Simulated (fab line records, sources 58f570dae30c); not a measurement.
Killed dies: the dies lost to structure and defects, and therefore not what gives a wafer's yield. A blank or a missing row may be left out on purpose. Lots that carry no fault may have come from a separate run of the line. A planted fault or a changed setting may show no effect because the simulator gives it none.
Which tool was responsible? :: flow berkeley-cmos170 :: Sampling: 7 lots, 21 wafers, 2 of 331 route steps

WHAT EACH GAUGE READ, for each wafer
UCB170_ACTIVE_OVL_MEAS_14.
lot: L339
measured: day 4 07:53
on: overlay-02
ACTIVE_OVL (nm): -4 3 -2

lot: L342
measured: day 5 00:11
on: overlay-01
ACTIVE_OVL (nm): 5 4 8

lot: L345
measured: day 5 19:34
on: overlay-01
ACTIVE_OVL (nm): -4 1 0

lot: L348
measured: day 6 18:28
on: overlay-02
ACTIVE_OVL (nm): -3 4 -2

lot: L354
measured: day 7 21:14
on: overlay-02
ACTIVE_OVL (nm): -8 -6 -9

lot: L357
measured: day 8 12:07
on: overlay-01
ACTIVE_OVL (nm): -6 -8 -8

lot: L359
measured: day 8 11:52
on: overlay-01
ACTIVE_OVL (nm): -8 -5 -15

WHAT TOOL EACH LOT RAN ON (gives the tool, then ch and the chambers of the sampled wafers, and finally the start)
lot: L339
UCB170_PWELL_STRIP_16: plasma-asher-03 ch 1, day 3 08:50

lot: L342
UCB170_PWELL_STRIP_16: plasma-asher-03 ch 0,1, day 3 22:31

lot: L345
UCB170_PWELL_STRIP_16: plasma-asher-03 ch 0,1, day 4 13:14

lot: L348
UCB170_PWELL_STRIP_16: plasma-asher-02 ch 0,1, day 5 10:27

lot: L354
UCB170_PWELL_STRIP_16: plasma-asher-02 ch 0,1, day 6 21:24

lot: L357
UCB170_PWELL_STRIP_16: plasma-asher-03 ch 0,1, day 7 10:54

lot: L359
UCB170_PWELL_STRIP_16: plasma-asher-03 ch 0,1, day 7 13:06
- UCB170_PWELL_STRIP_16: strips in O2.

THE ANSWER, worked out from the rows above alone
Rule: what is usual is taken from the lots themselves. Put in order of their means at a reading, lots are off if they are a third of the lots or fewer, leave a main group of 4 or more, and stand apart from it by a gap of 3 or more times the standard deviation of the main group's means; of several such gaps the widest counts. Not used: any main group whose means are identical at the precision the tables above print for the reading. Also off: a lot with no number at a reading for which 4 or more lots have one. Any other lot the step has rows for is counted as sound.
No lot is off on any of the readings shown, so nothing can be concluded from this.

WHAT THE SIMULATOR HAD PUT IN
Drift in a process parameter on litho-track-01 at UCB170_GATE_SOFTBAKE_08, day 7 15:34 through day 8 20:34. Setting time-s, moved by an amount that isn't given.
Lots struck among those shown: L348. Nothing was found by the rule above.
